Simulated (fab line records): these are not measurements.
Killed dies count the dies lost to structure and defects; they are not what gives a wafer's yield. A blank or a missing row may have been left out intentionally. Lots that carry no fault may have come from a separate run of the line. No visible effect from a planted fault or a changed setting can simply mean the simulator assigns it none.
Split-lot study -- flow berkeleyCmos170 -- 23 wafers read from 5 lots, route of 331 steps

ABOUT THE SPLIT
At UCB170_M2_PEB_13, the setting pebTempC was moved away from the recipe's 130 C on 7 of the 23 wafers read, by -2.1% to +1.2%. The other wafers ran this setting at the recipe's value.

FROM THE SPLIT TO THE READING: what the file shows between them, 5 steps
- UCB170_M2_DEVELOP_14: develop time 45 s
- UCB170_M2_CD_MEAS_15: target cd 700 nm
- UCB170_M2_ETCH_17: etches BARC in N2/H2
- UCB170_M2_METAL_ETCH_18: etches Al in Cl2/BCl3, stops on SiO2, target depth 1170 nm, time 195 s
- UCB170_M2_STRIP_19: strips in O2

THE READING
At UCB170_M2_CD_MEAS_90: cdNm in nanometres, against a target cd of 700 nm. Typical for fault-free wafers on this fab line: 700.3 nm, with standard deviation 2.5 nm.

wafer,"tool, chamber at the split","pebTempC as run, C",against the recipe,"cdNm, nm",against lot-mates on the recipe
L077.1,"lithoTrack-03, 0",130,recipe,704.8,-
L077.2,"lithoTrack-03, 0",127.8,-1.7%,714.3,+12.8
L077.3,"lithoTrack-03, 0",130,recipe,699.7,-
L077.4,"lithoTrack-03, 0",130,recipe,699.9,-
L077.5,"lithoTrack-03, 0",127.8,-1.7%,717.6,+16.1
L076.1,"lithoTrack-04, 0",130,recipe,695.1,-
L076.2,"lithoTrack-04, 0",130,recipe,699.0,-
L076.3,"lithoTrack-04, 0",131.5,+1.2%,690.2,-6.8
L076.4,"lithoTrack-04, 0",131.5,+1.2%,686.6,-10.4
L076.5,"lithoTrack-04, 0",131.5,+1.2%,687.8,-9.2
L081.2,"lithoTrack-03, 0",130,recipe,700.2,-
L081.4,"lithoTrack-03, 0",130,recipe,697.5,-
L081.6,"lithoTrack-03, 0",130,recipe,700.2,-
L085.2,"lithoTrack-02, 0",130,recipe,700.1,-
L085.3,"lithoTrack-02, 0",130,recipe,701.1,-
L085.4,"lithoTrack-02, 0",130,recipe,700.2,-
L085.5,"lithoTrack-02, 0",130,recipe,697.8,-
L085.6,"lithoTrack-02, 0",130,recipe,701.0,-
L084.1,"lithoTrack-02, 0",130,recipe,697.1,-
L084.2,"lithoTrack-02, 0",130,recipe,702.1,-
L084.4,"lithoTrack-02, 0",130,recipe,695.7,-
L084.5,"lithoTrack-02, 0",127.3,-2.1%,717.9,+19.6
L084.6,"lithoTrack-02, 0",127.3,-2.1%,721.0,+22.7

FIT RESULTS
A straight line over all 23 wafers: cdNm changes by -9.69 nm for each +1% of pebTempC; r = -0.97; the points scatter about the line by 2.2 nm.
The same after taking each lot's own level away (the mean of its wafers on the recipe; 23 wafers): -9.05 nm for each +1%; r = -0.97; scatter 2.1 nm.
The reading moves by 19 nm for the largest change in pebTempC, on that fit.
The span of the lots' own levels, 697.05 to 701.47 nm, comes to 1.8 times the standard deviation stated above.
Hence the lot-to-lot level has little effect on the slope; both slopes agree.
Check: +19 nm against its lot-mates is what the line predicts for one of the wafers moved furthest among these (-2.1%) when that wafer is left out of the fit. Against them it came out at +19.6 nm.

THE WHOLE CHAIN: every reading that the file lists as answering this split, in the file's order
step,what it does,reading,change (the file's fit),r (the file's)
UCB170_M2_CD_MEAS_15,target cd 700 nm,cdNm,-9.19 nm for each +1% of the setting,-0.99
UCB170_M2_ETCH_17,etches BARC in N2/H2,"M2.cdNm (the simulator's own value, which no gauge read)",-9.03 nm for each +1% of the setting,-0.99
UCB170_M2_METAL_ETCH_18,"etches Al in Cl2/BCl3, stops on SiO2, target depth 1170 nm, time 195 s","M2.cdNm (the simulator's own value, which no gauge read)",-9.22 nm for each +1% of the setting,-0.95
UCB170_M2_CD_MEAS_90,target cd 700 nm,cdNm,-9.25 nm for each +1% of the setting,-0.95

FILE'S OWN FIT
cdNm changes by -9.25 nm for each +1% of pebTempC, r = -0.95.
